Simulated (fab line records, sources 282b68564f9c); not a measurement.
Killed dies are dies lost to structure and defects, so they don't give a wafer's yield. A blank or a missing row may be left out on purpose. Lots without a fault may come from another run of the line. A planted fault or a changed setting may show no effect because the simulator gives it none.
Which tool did it? | flow rit_cmos | 13 lots, 39 wafers sampled, at 2 steps of a route of 202

WHAT THE GAUGES READ, wafer by wafer
The record holds no reading of a measuring or inspecting step that can be judged against a usual standard deviation.

WHICH TOOL RAN EACH LOT (tool, then ch and the chambers of the sampled wafers, then the start)
lot  | RIT_ACTIVE_ETCH_13                | RIT_M1_PROBE_99
L534 | rie_diel-03 ch 0,1,2, day 1 14:43 | -
L535 | rie_diel-04 ch 1,2, day 1 19:50   | -
L536 | rie_diel-04 ch 2,3, day 2 00:55   | -
L541 | rie_diel-04 ch 0,1,3, day 3 01:43 | -
L543 | rie_diel-03 ch 1,3, day 3 11:43   | -
L544 | rie_diel-03 ch 1,3, day 3 16:50   | -
L548 | rie_diel-01 ch 1,2,3, day 4 12:50 | -
L549 | rie_diel-01 ch 0,1, day 4 17:50   | prober-02, day 6 11:15
L551 | rie_diel-04 ch 0,1,2, day 5 03:52 | -
L552 | rie_diel-04 ch 1,2, day 5 08:50   | -
L554 | rie_diel-01 ch 0,2,3, day 5 19:26 | -
L555 | rie_diel-01 ch 0,2, day 5 23:43   | -
L557 | rie_diel-04 ch 0,1,2, day 6 09:50 | -
- RIT_ACTIVE_ETCH_13: etches Si3N4 in SF6, stops on SiO2, time 210 s, target depth 210 nm.
- RIT_M1_PROBE_99

WHAT THE TOOLS THEMSELVES READ (means of the sampled wafers that have a number; where no wafer has one, the mark that the record gives instead)
RIT_ACTIVE_ETCH_13.
lot  | tool        | chamber_pressure_mTorr (mTorr) | drypump_motor_current_A (A) | oes_product_au (a.u.) | throttle_valve_pct (%)
L534 | rie_diel-03 | 260.15                         | 5.9                         | 0.821                 | 7.30
L535 | rie_diel-04 | 259.96                         | 5.6                         | 0.816                 | 7.53
L536 | rie_diel-04 | 259.87                         | 6.1                         | 0.817                 | 7.56
L541 | rie_diel-04 | 260.19                         | 5.6                         | 0.828                 | 7.56
L543 | rie_diel-03 | 311.96                         | 5.8                         | 0.816                 | 7.39
L544 | rie_diel-03 | 312.22                         | 5.8                         | 0.819                 | 7.39
L548 | rie_diel-01 | 260.01                         | 5.7                         | 0.813                 | 7.49
L549 | rie_diel-01 | 260.22                         | 6.1                         | 0.802                 | 7.63
L551 | rie_diel-04 | 260.01                         | 5.9                         | 0.818                 | 7.55
L552 | rie_diel-04 | 259.97                         | 6.1                         | 0.816                 | 7.53
L554 | rie_diel-01 | 259.72                         | 5.5                         | 0.816                 | 7.51
L555 | rie_diel-01 | 260.02                         | 5.6                         | 0.819                 | 7.47
L557 | rie_diel-04 | 259.94                         | 5.9                         | 0.813                 | 7.55

RIT_M1_PROBE_99.
lot  | tool      | killed_at_contacts | killed_at_front_end | killed_dies | killed_open | killed_short
L549 | prober-02 | 0.0                | 7.7                 | 7.7         | 4.0         | 3.7

THE ANSWER, worked out from the rows above alone
Rule: what is usual is taken from the lots themselves. Put in order of their means at a reading, lots are off if they are a third of the lots or fewer, leave a main group of 4 or more, and stand apart from it by a gap of 3 or more times the standard deviation of the main group's means; of several such gaps the widest counts. A main group whose means are all the same, to the digits that the tables above print for the reading, isn't used. A lot without any number at a reading at which 4 lots or more have one is off too. The other lots that the step has rows for count as sound. The gauges are gone through in route order, then the tools' own readings, and for those a lot's mean is taken as printed above. The first step at which some lot is off is used, and at that step the reading that is off furthest; a lot without a number counts as furthest.
Off: L543, L544, at RIT_ACTIVE_ETCH_13 (chamber_pressure_mTorr). The main group: mean 260.01 mTorr, standard deviation 0.14.
A tool fits if, at that step or a process step before it, it ran every lot that is off, and no sound lot after the first of them. One fits: rie_diel-03 at RIT_ACTIVE_ETCH_13. Its last sound lot is L534 (day 1 14:43), its first lot that is off L543 (day 3 11:43): a fault that began between those two fits.
The tool's own readings at RIT_ACTIVE_ETCH_13 bear it out: on the lots that are off they differ by more than 5 times the standard deviation of the sound lots' means. chamber_pressure_mTorr reads 312.09 mTorr there against 260.01 mTorr on the sound lots.

WHAT THE SIMULATOR HAD PUT IN
Process parameter drift: rie_diel-03, from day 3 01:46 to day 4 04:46, at RIT_ACTIVE_ETCH_13. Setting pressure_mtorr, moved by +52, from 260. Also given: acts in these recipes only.
Lots struck among those shown: L543, L544. The rule above found the same.
